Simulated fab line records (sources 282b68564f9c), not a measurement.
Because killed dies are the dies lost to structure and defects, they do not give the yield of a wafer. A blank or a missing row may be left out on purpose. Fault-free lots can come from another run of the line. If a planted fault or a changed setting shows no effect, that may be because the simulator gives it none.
8D (eight disciplines) problem report, filled in by code    flow rit-cmos    the parts of the form that need people (team, actions taken, sign-off) are left out

== 1. PROBLEM STATEMENT ==
Mean of run-length-s at RIT_CONTACT_ETCH_11: 454.6 s across 4 wafers in 3 lots; on wafers with no fault it is 348.1 s (standard deviation 0.44). So: +99 or more standard deviations from the usual mean.
The step: etches SiO2 in CHF3/CF4/Ar, stops on TiSi2, target depth 480 nm, time 320 s.
First observed at day 7 02:53: wafer L103.5, on rie-diel-02. The record has a number at this step for 45 wafers belonging to 15 lots. Rule for "out", or "out of limits": more than 4 standard deviations from the usual mean. The other wafers with a number count as sound.

== 2. WHAT THIS IS AND IS NOT ==
question                     is                              is not
which readings at this step  run-length-s                    drypump-motor-current-A, oes-product-au, throttle-valve-pct
which lots                   L103, L106, L108                L100, L985, L986, L987, L988, L989, L990, L991, L994, L996, L997, L998
which wafers of those lots   L103.5, L106.4, L108.1, L108.6  L103.2, L103.6, L106.2, L106.3, L108.4
read on which tools          rie-diel-02                     rie-diel-03, rie-diel-04
when                         from day 7 02:53                up to then (38 sound wafers); but 3 sound wafers of L106, L108 came after

== 3. WHAT RULES OUT EACH SUSPECT ==
Counting: any tool at a process step up to the reading remains a suspect provided it ran every lot that is out. Sound lots after the first of them don't rule it out here, since some wafers of a struck lot are sound.
- rie-diel-02 at RIT_CONTACT_ETCH_11 (etches SiO2 in CHF3/CF4/Ar, stops on TiSi2, target depth 480 nm, time 320 s): kept. It processed each lot that is out (first: L103, day 7 02:53); up to then, its last sound lot is L994 (day 5 06:32). Its own readings are out on those wafers: run-length-s.
- In rie-diel-02 at RIT_CONTACT_ETCH_11, the wafers that are out were processed in chamber 2 and their sound lot-mates in chambers 0, 1, 3.
After counting, what remains is rie-diel-02 at RIT_CONTACT_ETCH_11.

== 4. THE CAUSE (what the simulator had put in) ==
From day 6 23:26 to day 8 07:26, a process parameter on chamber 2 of rie-diel-02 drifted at RIT_CONTACT_ETCH_11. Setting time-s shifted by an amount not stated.
Counting left only this tool.

== 5. THE CHAIN OF EFFECTS, in route order ==
Each row: a reading whose mean over the struck wafers that have a number lies more than 3 standard deviations from the usual. Only readings for which the record gives a usual standard deviation are gone through. hours: the time from each lot's start at the first step in this table that gives one to its start at this step, as a median over the lots. sigmas: the change in usual standard deviations.
hours  step                 reading       usual    on struck wafers  change  sigmas
0      RIT_CONTACT_ETCH_11  run-length-s  348.1 s  454.6             +106.5  +99 or more
Here are the process steps it includes:
- RIT_CONTACT_ETCH_11: etches SiO2 in CHF3/CF4/Ar, stops on TiSi2, target depth 480 nm, time 320 s.
At these later measuring or inspecting steps, every struck wafer for which the step has a row has a number for every such reading, and none has moved that far: RIT_M1_CD_MEAS_09.

== 6. WHAT WOULD HAVE CAUGHT IT SOONER ==
3 hours passed between the start of the fault at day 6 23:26 and the first reading out of limits in this record, taken at day 7 02:53.
